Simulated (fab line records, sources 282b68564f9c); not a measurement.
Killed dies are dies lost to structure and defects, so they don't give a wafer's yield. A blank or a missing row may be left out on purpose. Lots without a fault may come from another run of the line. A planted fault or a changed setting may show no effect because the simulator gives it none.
fab line records | flow rit_cmos
record lots=15 wafers=45 last_day=7
route steps=202 shown CONTACT@182 M1@202
lots that met no fault: from a run of the same line without faults
start_h: hours from the record's first day to the start of the lot's first wafer shown | wait_h: hours since the lot's step before | " the same as in the row above | L1.1+2: a row that stands for several wafers | - no value, or no start given | * or withheld: withheld | < > ~ a bound
route shown NAME@n: a module of which the file shows steps, and the number in the route of the first | usual: mean/standard deviation of fault-free wafers | same: alike in all rows | chamber/n: place in a boat | sites: the reading at each site | _std_site: their standard deviation | _edge_site: outer sites' mean less inner sites' | radius_mm: how far each site lies from the wafer's centre | mask NAME#n: copy n | behind: the tool/chamber that last shaped the wafer | hold: why the lot was held/for how many hours/how that ended | device: the transistor (n, p or np) that didn't switch | end of line: the same wafers' tests at the end of the route | a step without rows: its recipe alone | killed: dies lost to structure and defects at the first sort, not the wafer's yield | map: a wafer's dies, x killed, . not, _ none there
set.NAME: the setting as run; set.NAME@STEP: as run at that earlier step | model.NAME: the simulator's own value behind a step, which no gauge read
steps of the route over a sample of lots; a table a step, a row a wafer
## steps
# step RIT_CONTACT_CLEAN_13
# recipe chemistry=SC1 mix=3:3:50 time_s=600 temp_c=75
# columns lot.wafer tool chamber start_h wait_h
L166.1+3+6 wet_bench-02 1 58.31 0.1
L167.1+3+5 wet_bench-01 3 62.19 0.1
L170.2+3+4 wet_bench-03 1 77.02 0.1
L171.2+4+5 wet_bench-01 2 82.61 0.1
L172.1+2+3 wet_bench-03 2 87.29 0.1
L173.1+2+3 wet_bench-02 3 92.94 0.1
L175.1+4+5 wet_bench-02 3 102.43 0.1
L176.2+3+4 wet_bench-02 2 107.01 0.1
L177.4+5+6 wet_bench-03 2 113.63 0.0
L179.1+2+3 wet_bench-02 3 122.79 0.1
L180.3+4+5 wet_bench-03 2 126.79 0.1
L181.2+3+4 wet_bench-02 2 131.94 0.1
L183.3+5+6 wet_bench-02 0 142.93 0.1
L184.1+2+4 wet_bench-03 0 147.10 0.1
L187.1+4+6 wet_bench-02 1 164.79 0.1
# step RIT_M1_PROBE_99
# usual killed_at_contacts=0.1/0.26 killed_at_front_end=7.5/2.8 killed_dies=7.6/2.8 killed_on_rim=2.0/1.6 killed_open=3.9/2.1 killed_short=3.7/1.7
# same gross_dies=264 killed_at_M0_to_M3=0 killed_at_M4_up=0 killed_at_back_side=0 killed_at_other=0
# columns lot.wafer tool chamber start_h wait_h killed_at_contacts killed_at_front_end killed_dies killed_on_rim killed_open killed_short
L166.1 prober-02 - 62.69 0.1 0 10 10 4 2 8
L166.3 prober-02 - 62.79 0.2 0 10 10 7 3 7
L166.6 prober-02 - 62.94 0.2 0 8 8 3 4 4
L167.1 prober-01 - 66.61 0.1 0 5 5 0 3 2
L167.3 prober-01 - 66.71 0.2 0 11 11 5 4 7
L167.5 prober-01 - 66.81 0.2 0 7 7 1 5 2
L170.2 prober-02 - 81.57 0.1 0 6 6 1 4 2
L170.3 prober-02 - 81.62 0.2 0 12 12 5 8 4
L170.4 prober-02 - 81.67 0.2 0 7 7 1 4 3
L171.2 prober-01 - 87.03 0.1 0 10 10 2 3 6
L171.4 prober-01 - 87.13 0.2 0 6 6 1 4 2
L171.5 prober-01 - 87.18 0.2 0 4 4 2 1 2
L172.1 prober-02 - 91.78 0.1 0 3 3 0 1 2
L172.2 prober-02 - 91.83 0.1 0 9 9 2 3 6
L172.3 prober-02 - 91.88 0.2 1 13 14 2 8 6
L173.1 prober-01 - 97.45 0.1 0 6 6 1 4 2
L173.2 prober-01 - 97.50 0.1 0 7 7 3 4 3
L173.3 prober-01 - 97.55 0.2 0 8 8 4 5 3
L175.1 prober-01 - 107.23 0.1 0 5 5 1 1 4
L175.4 prober-01 - 107.38 0.2 2 8 10 1 7 3
L175.5 prober-01 - 107.43 0.2 0 6 6 2 3 3
L176.2 prober-02 - 111.60 0.1 0 6 6 1 3 3
L176.3 prober-02 - 111.65 0.2 0 9 9 3 6 3
L176.4 prober-02 - 111.70 0.2 0 6 6 2 4 2
L177.4 prober-01 - 118.66 0.2 0 7 7 0 3 4
L177.5 prober-01 - 118.71 0.2 0 7 7 3 3 4
L177.6 prober-01 - 118.76 0.2 0 13 13 6 8 5
L179.1 prober-01 - 128.44 0.1 0 9 9 3 3 6
L179.2 prober-01 - 128.49 0.1 0 4 4 1 2 2
L179.3 prober-01 - 128.54 0.2 0 1 1 1 1 0
L180.3 prober-02 - 131.25 0.2 0 15 15 6 10 5
L180.4 prober-02 - 131.30 0.2 0 6 6 4 2 4
L180.5 prober-02 - 131.35 0.2 0 2 2 1 0 2
L181.2 prober-01 - 136.36 0.1 18 4 22 10 3 1
L181.3 prober-01 - 136.41 0.2 18 4 22 8 2 2
L181.4 prober-01 - 136.46 0.2 18 5 23 13 3 2
L183.3 prober-01 - 148.71 0.2 33 5 38 2 3 2
L183.5 prober-01 - 148.81 0.2 39 5 44 0 4 1
L183.6 prober-01 - 148.86 0.2 37 6 43 3 4 2
L184.1 prober-02 - 151.61 0.1 0 9 9 0 5 4
L184.2 prober-02 - 151.66 0.1 0 9 9 5 5 4
L184.4 prober-02 - 151.76 0.2 0 7 7 3 2 5
L187.1 prober-01 - 169.48 0.1 24 4 28 10 2 2
L187.4 prober-01 - 169.63 0.2 26 9 35 14 6 2
L187.6 prober-01 - 169.73 0.2 25 12 37 10 6 4
# killed by level:class
L166.1 GATE:geometric_particle:short=3 FOX1:geometric_particle:open=2 REOX:geometric_particle:short=2 SPACER:geometric_particle:short=2 FOX2:geometric_particle:short=1
L166.3 GATE:geometric_particle:short=2 GATE:geometric_particle:open=2 REOX:geometric_particle:short=2 FOX1:geometric_particle:short=1 FOX2:geometric_particle:short=1 SPACER:geometric_particle:open=1 SILICIDE:geometric_particle:short=1
L166.6 REOX:geometric_particle:open=2 REOX:geometric_particle:short=2 SPACER:geometric_particle:short=2 FOX2:geometric_particle:open=1 SPACER:geometric_particle:open=1
L167.1 ACTIVE:geometric_particle:short=1 FOX1:geometric_particle:short=1 FOX2:geometric_particle:open=1 GATE:geometric_particle:open=1 REOX:geometric_particle:open=1
L167.3 FOX1:geometric_particle:short=2 GATE:geometric_particle:short=2 FOX1:geometric_particle:open=1 FOX2:geometric_particle:short=1 GATE:geometric_particle:open=1 REOX:geometric_particle:open=1 REOX:geometric_particle:short=1 SPACER:geometric_particle:short=1
L167.5 FOX1:geometric_particle:open=3 GATE:geometric_particle:short=1 GATE:geometric_particle:open=1 REOX:geometric_particle:open=1 SPACER:geometric_particle:short=1
L170.2 FOX1:geometric_particle:open=3 GATE:geometric_particle:short=1 GATE:geometric_particle:open=1 SILICIDE:geometric_particle:short=1
L170.3 GATE:geometric_particle:open=5 GATE:geometric_particle:short=4 FOX1:geometric_particle:open=1 REOX:geometric_particle:open=1 SPACER:geometric_particle:open=1
L170.4 REOX:geometric_particle:open=3 FOX1:geometric_particle:short=1 FOX1:geometric_particle:open=1 SPACER:geometric_particle:short=1 SILICIDE:geometric_particle:short=1
L171.2 GATE:geometric_particle:short=4 GATE:geometric_particle:open=2 FOX1:geometric_particle:open=1 REOX:geometric_particle:short=1 SPACER:geometric_particle:short=1 NRETRO:coat_microbubble_printed=1
L171.4 GATE:geometric_particle:open=2 FOX1:geometric_particle:open=1 SPACER:geometric_particle:short=1 SPACER:geometric_particle:open=1 SILICIDE:geometric_particle:short=1
L171.5 FOX1:geometric_particle:short=1 SPACER:geometric_particle:short=1 SILICIDE:geometric_particle:open=1 NRETRO:coat_microbubble_printed=1
L172.1 GATE:geometric_particle:short=2 GATE:geometric_particle:open=1
L172.2 FOX2:geometric_particle:short=3 GATE:geometric_particle:open=2 GATE:geometric_particle:short=1 REOX:geometric_particle:open=1 REOX:geometric_particle:short=1 SILICIDE:geometric_particle:short=1
L172.3 GATE:geometric_particle:open=4 REOX:geometric_particle:open=2 REOX:geometric_particle:short=2 SILICIDE:geometric_particle:short=2 SILICIDE:geometric_particle:open=2 GATE:geometric_particle:short=1 CONTACT:geometric_particle:short=1
L173.1 FOX2:geometric_particle:open=2 FOX1:geometric_particle:open=1 REOX:geometric_particle:short=1 SPACER:geometric_particle:short=1 SILICIDE:geometric_particle:open=1
L173.2 SPACER:geometric_particle:open=2 FOX1:geometric_particle:open=1 GATE:geometric_particle:short=1 GATE:geometric_particle:open=1 REOX:geometric_particle:short=1 SPACER:geometric_particle:short=1
L173.3 SPACER:geometric_particle:open=3 GATE:geometric_particle:short=1 REOX:geometric_particle:short=1 REOX:geometric_particle:open=1 SPACER:geometric_particle:short=1 SILICIDE:geometric_particle:open=1
L175.1 GATE:geometric_particle:short=2 FOX1:geometric_particle:short=1 GATE:geometric_particle:open=1 REOX:geometric_particle:short=1
L175.4 GATE:geometric_particle:open=3 CONTACT:geometric_particle:open=2 FOX1:geometric_particle:open=1 GATE:geometric_particle:short=1 REOX:geometric_particle:short=1 SPACER:geometric_particle:open=1 SPACER:geometric_particle:short=1
L175.5 GATE:geometric_particle:open=3 FOX1:geometric_particle:short=1 FOX2:geometric_particle:short=1 GATE:geometric_particle:short=1
L176.2 GATE:geometric_particle:open=2 FOX1:geometric_particle:open=1 FOX1:geometric_particle:short=1 GATE:geometric_particle:short=1 REOX:geometric_particle:short=1
L176.3 GATE:geometric_particle:open=3 REOX:geometric_particle:short=2 GATE:geometric_particle:short=1 REOX:geometric_particle:open=1 SPACER:geometric_particle:open=1 SILICIDE:geometric_particle:open=1
L176.4 GATE:geometric_particle:short=2 SPACER:geometric_particle:open=2 FOX1:geometric_particle:open=1 GATE:geometric_particle:open=1
L177.4 SPACER:geometric_particle:short=2 FOX1:geometric_particle:open=1 FOX2:geometric_particle:open=1 GATE:geometric_particle:short=1 REOX:geometric_particle:open=1 REOX:geometric_particle:short=1
L177.5 SPACER:geometric_particle:open=2 FOX1:geometric_particle:short=1 FOX2:geometric_particle:short=1 GATE:geometric_particle:open=1 GATE:geometric_particle:short=1 SPACER:geometric_particle:short=1
L177.6 GATE:geometric_particle:open=4 FOX1:geometric_particle:open=2 FOX1:geometric_particle:short=2 SPACER:geometric_particle:short=2 FOX2:geometric_particle:open=1 REOX:geometric_particle:short=1 SPACER:geometric_particle:open=1
L179.1 GATE:geometric_particle:short=3 FOX2:geometric_particle:short=2 SPACER:geometric_particle:open=2 FOX1:geometric_particle:open=1 SILICIDE:geometric_particle:short=1
L179.2 GATE:geometric_particle:short=1 GATE:geometric_particle:open=1 SPACER:geometric_particle:open=1 SILICIDE:geometric_particle:short=1
L179.3 GATE:geometric_particle:open=1
L180.3 SPACER:geometric_particle:open=4 FOX1:geometric_particle:open=2 FOX1:geometric_particle:short=2 GATE:geometric_particle:short=2 REOX:geometric_particle:open=2 GATE:geometric_particle:open=1 SPACER:geometric_particle:short=1 SILICIDE:geometric_particle:open=1
L180.4 FOX1:geometric_particle:short=1 FOX2:geometric_particle:short=1 REOX:geometric_particle:open=1 SPACER:geometric_particle:open=1 SPACER:geometric_particle:short=1 SILICIDE:geometric_particle:short=1
L180.5 FOX1:geometric_particle:short=1 GATE:geometric_particle:short=1
L181.2 CONTACT:unspecified=18 FOX1:geometric_particle:short=1 GATE:geometric_particle:open=1 REOX:geometric_particle:open=1 SPACER:geometric_particle:open=1
L181.3 CONTACT:unspecified=18 FOX1:geometric_particle:open=1 FOX2:geometric_particle:short=1 GATE:geometric_particle:short=1 SPACER:geometric_particle:open=1
L181.4 CONTACT:unspecified=18 SPACER:geometric_particle:open=2 GATE:geometric_particle:short=1 REOX:geometric_particle:open=1 SILICIDE:geometric_particle:short=1
L183.3 CONTACT:unspecified=33 GATE:geometric_particle:open=3 FOX1:geometric_particle:short=1 GATE:geometric_particle:short=1
L183.5 CONTACT:unspecified=39 FOX1:geometric_particle:open=2 GATE:geometric_particle:open=2 GATE:geometric_particle:short=1
L183.6 CONTACT:unspecified=37 FOX1:geometric_particle:open=1 GATE:geometric_particle:open=1 GATE:geometric_particle:short=1 REOX:geometric_particle:short=1 REOX:geometric_particle:open=1 SPACER:geometric_particle:open=1
L184.1 GATE:geometric_particle:short=3 FOX1:geometric_particle:open=2 GATE:geometric_particle:open=1 SPACER:geometric_particle:open=1 SPACER:geometric_particle:short=1 SILICIDE:geometric_particle:open=1
L184.2 GATE:geometric_particle:open=3 FOX2:geometric_particle:short=2 FOX1:geometric_particle:short=1 GATE:geometric_particle:short=1 SPACER:geometric_particle:open=1 SILICIDE:geometric_particle:open=1
L184.4 FOX1:geometric_particle:short=2 ACTIVE:geometric_particle:short=1 FOX2:geometric_particle:short=1 GATE:geometric_particle:open=1 SPACER:geometric_particle:short=1 SILICIDE:geometric_particle:open=1
L187.1 CONTACT:unspecified=24 GATE:geometric_particle:short=2 FOX1:geometric_particle:open=1 GATE:geometric_particle:open=1
L187.4 CONTACT:unspecified=26 GATE:geometric_particle:open=2 REOX:geometric_particle:open=2 SPACER:geometric_particle:short=2 FOX1:geometric_particle:open=1 SPACER:geometric_particle:open=1 PSD:coat_microbubble_printed=1
L187.6 CONTACT:unspecified=25 FOX1:geometric_particle:open=3 GATE:geometric_particle:short=3 PSD:coat_microbubble_printed=2 FOX2:geometric_particle:open=1 GATE:geometric_particle:open=1 REOX:geometric_particle:open=1 SILICIDE:geometric_particle:short=1
## key
first_sign step=RIT_M1_PROBE_99 reading=killed_at_contacts direction=up sigmas=26 usual=0.1 struck=26.4
effect step=RIT_M1_PROBE_99 reading=killed_dies direction=up sigmas=8.7 usual=7.6 struck=32.4
met_at RIT_CONTACT_CLEAN_13
struck_lots L181,L183,L187
tester_left_out L181,L183,L187
onset_between 122.79 131.94
fault kind=chamber_particle_source tool=wet_bench-02 chamber=- onset_h=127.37 steps=RIT_CONTACT_CLEAN_13 rate_per_visit_cm2=1.4809 end_h=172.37
# tester_left_out: of these lots the tester's yield and bins aren't shown, on N5 and GAA mostly nor the transistor test; their killed dies are dies lost to structure and defects alone, not to doping, threshold or leakage, so they don't give the yield
